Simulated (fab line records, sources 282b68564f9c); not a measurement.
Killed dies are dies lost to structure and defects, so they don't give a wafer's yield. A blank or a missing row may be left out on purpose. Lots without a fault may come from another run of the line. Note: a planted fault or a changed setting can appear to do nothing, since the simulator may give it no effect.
Which tool was responsible?    flow ritCmos    42 wafers from 14 lots sampled at 6 of the route's 202 steps

WHAT THE GAUGES SHOWED, per wafer
RIT_NSD_TW_MEAS_10.
lot   measured     on            NSD_TW
L492  day 3 01:10  filmMetro-03  3051 3036 3060
L493  day 3 07:00  filmMetro-02  3108 3104 3113
L494  day 3 13:05  filmMetro-02  3117 3105 3111
L497  day 4 02:23  filmMetro-03  3068 3076 3085
L498  day 4 07:35  filmMetro-02  3093 3101 3084
L499  day 4 13:38  filmMetro-04  3082 3094 3079
L500  day 4 17:29  filmMetro-02  3098 3070 3103
L502  day 5 02:32  filmMetro-03  3053 3056 3063
L504  day 5 12:49  filmMetro-03  3059 3042 3069
L506  day 6 00:31  filmMetro-02  3099 3097 3088
L508  day 6 09:47  filmMetro-03  3071 3070 3051
L512  day 7 05:32  filmMetro-03  3079 3059 3080
L513  day 7 10:37  filmMetro-02  3115 3112 3106
L515  day 7 21:40  filmMetro-03  3065 3078 3060

RIT_CONTACT_THK_MEAS_01.
lot   measured     on            CONTACT_TEOS_THK (nm)
L492  day 3 04:15  filmMetro-03  400 402 405
L493  day 3 10:05  filmMetro-04  393 395 408
L494  day 3 16:21  filmMetro-03  407 412 410
L497  day 4 05:28  filmMetro-01  398 404 406
L498  day 4 10:47  filmMetro-04  404 415 412
L499  day 4 16:44  filmMetro-01  405 406 404
L500  day 4 20:28  filmMetro-03  397 400 406
L502  day 5 05:38  filmMetro-03  393 401 397
L504  day 5 15:54  filmMetro-03  397 398 399
L506  day 6 03:36  filmMetro-04  393 397 402
L508  day 6 12:52  filmMetro-03  402 399 402
L512  day 7 08:38  filmMetro-01  396 404 404
L513  day 7 13:46  filmMetro-01  398 406 402
L515  day 8 00:38  filmMetro-01  400 401 403

RIT_M1_RS_MEAS_01: measurement is done with a four-point probe.
lot   measured     on            M1_AL_RS (ohm/sq)
L492  day 3 06:46  filmMetro-03  0.0737 0.0751 0.0739
L493  day 3 12:34  filmMetro-03  0.0744 0.0739 0.0744
L494  day 3 18:50  filmMetro-03  0.0742 0.0734 0.0742
L497  day 4 08:00  filmMetro-02  0.0708 0.0705 0.0712
L498  day 4 13:18  filmMetro-02  0.0731 0.0731 0.0735
L499  day 4 19:20  filmMetro-02  0.0721 0.0714 0.0718
L500  day 4 23:01  filmMetro-03  0.0737 0.0737 0.0736
L502  day 5 08:16  filmMetro-02  0.0734 0.0731 0.0732
L504  day 5 18:24  filmMetro-03  0.0732 0.0726 0.0736
L506  day 6 06:05  filmMetro-02  0.0731 0.0738 0.0733
L508  day 6 15:37  filmMetro-04  0.0725 0.0734 0.0727
L512  day 7 11:17  filmMetro-02  0.0743 0.0737 0.0742
L513  day 7 16:25  filmMetro-03  0.0726 0.0731 0.0729
L515  day 8 03:11  filmMetro-03  0.0734 0.0728 0.0732

RIT_M1_THK_MEAS_02: measures by xrf.
lot   measured     on            M1_AL_THK (nm)
L492  day 3 06:51  filmMetro-03  405 399 403
L493  day 3 12:41  filmMetro-03  403 404 403
L494  day 3 18:56  filmMetro-03  404 409 404
L497  day 4 08:07  filmMetro-02  421 424 417
L498  day 4 13:24  filmMetro-02  407 408 405
L499  day 4 19:26  filmMetro-02  412 418 415
L500  day 4 23:08  filmMetro-03  409 408 406
L502  day 5 08:23  filmMetro-02  407 408 408
L504  day 5 18:31  filmMetro-03  413 415 410
L506  day 6 06:12  filmMetro-02  407 403 405
L508  day 6 15:43  filmMetro-04  421 413 421
L512  day 7 11:23  filmMetro-02  401 407 399
L513  day 7 16:30  filmMetro-03  409 409 408
L515  day 8 03:17  filmMetro-03  407 410 408

RIT_M1_CD_MEAS_90 targets a cd of 2600 nm.
lot   measured     on        cdNm (nm)
L492  day 3 08:44  cdSem-02  2605.4 2600.5 2603.4
L493  day 3 14:33  cdSem-02  2599.2 2597.6 2599.9
L494  day 3 20:58  cdSem-02  2597.3 2597.5 2599.6
L497  day 4 10:19  cdSem-01  2603.7 2603.0 2603.5
L498  day 4 15:21  cdSem-02  2603.2 2602.8 2601.9
L499  day 4 21:19  cdSem-01  2601.0 2601.1 2602.2
L500  day 5 01:00  cdSem-02  2602.2 2597.9 2597.7
L502  day 5 10:14  cdSem-01  2597.4 2596.7 2598.4
L504  day 5 20:23  cdSem-01  2604.4 2600.0 2602.7
L506  day 6 08:04  cdSem-02  2601.1 2601.3 2601.5
L508  day 6 17:35  cdSem-01  2600.6 2600.1 2603.4
L512  day 7 13:25  cdSem-01  2595.9 2598.2 2596.8
L513  day 7 18:32  cdSem-02  2600.0 2600.0 2599.7
L515  day 8 05:23  cdSem-02  2598.5 2603.7 2602.9

WHAT TOOL EACH LOT RAN ON (gives the tool, then ch and the chambers of the sampled wafers, and finally the start)
lot   RIT_M1_SPUTTER_00
L492  pvdSputter-03, day 3 06:25
L493  pvdSputter-04, day 3 12:16
L494  pvdSputter-03, day 3 18:29
L497  pvdSputter-03, day 4 07:41
L498  pvdSputter-04, day 4 12:58
L499  pvdSputter-03, day 4 19:01
L500  pvdSputter-04, day 4 22:44
L502  pvdSputter-04, day 5 07:56
L504  pvdSputter-04, day 5 18:04
L506  pvdSputter-04, day 6 05:47
L508  pvdSputter-04, day 6 15:17
L512  pvdSputter-04, day 7 10:58
L513  pvdSputter-02, day 7 16:04
L515  pvdSputter-04, day 8 02:52
- RIT_M1_SPUTTER_00: material Al, target thk 400 nm, time 500 s.

AS READ BY THE TOOLS THEMSELVES (means over the sampled wafers that have a number; for cases with no such wafer, the mark the record gives instead)
RIT_M1_SPUTTER_00.
lot   tool           throttleValvePct (%)
L492  pvdSputter-03  30.3
L493  pvdSputter-04  30.6
L494  pvdSputter-03  30.2
L497  pvdSputter-03  30.2
L498  pvdSputter-04  28.9
L499  pvdSputter-03  29.4
L500  pvdSputter-04  30.5
L502  pvdSputter-04  29.8
L504  pvdSputter-04  29.9
L506  pvdSputter-04  30.6
L508  pvdSputter-04  29.9
L512  pvdSputter-04  30.5
L513  pvdSputter-02  30.4
L515  pvdSputter-04  31.2

THE ANSWER, worked out from the rows above alone
Rule: the lots themselves supply what counts as usual. Put in order of their means at a reading, lots are off if they are a third of the lots or fewer, leave a main group of 4 or more, and stand apart from it by a gap of 3 or more times the standard deviation of the main group's means; of several such gaps the widest counts. A main group is skipped when, at the precision printed for the reading in the tables above, its means are all equal. A lot without any number at a reading at which 4 lots or more have one is off too. The other lots that the step has rows for count as sound. The gauges are gone through in route order, then the tools' own readings, and for those a lot's mean is taken as printed above. The first step at which some lot is off is used, and at that step the reading that is off furthest; a lot without a number counts as furthest.
Nothing can be told from this: no lot is off at any reading shown.

WHAT WAS PUT IN BY THE SIMULATOR
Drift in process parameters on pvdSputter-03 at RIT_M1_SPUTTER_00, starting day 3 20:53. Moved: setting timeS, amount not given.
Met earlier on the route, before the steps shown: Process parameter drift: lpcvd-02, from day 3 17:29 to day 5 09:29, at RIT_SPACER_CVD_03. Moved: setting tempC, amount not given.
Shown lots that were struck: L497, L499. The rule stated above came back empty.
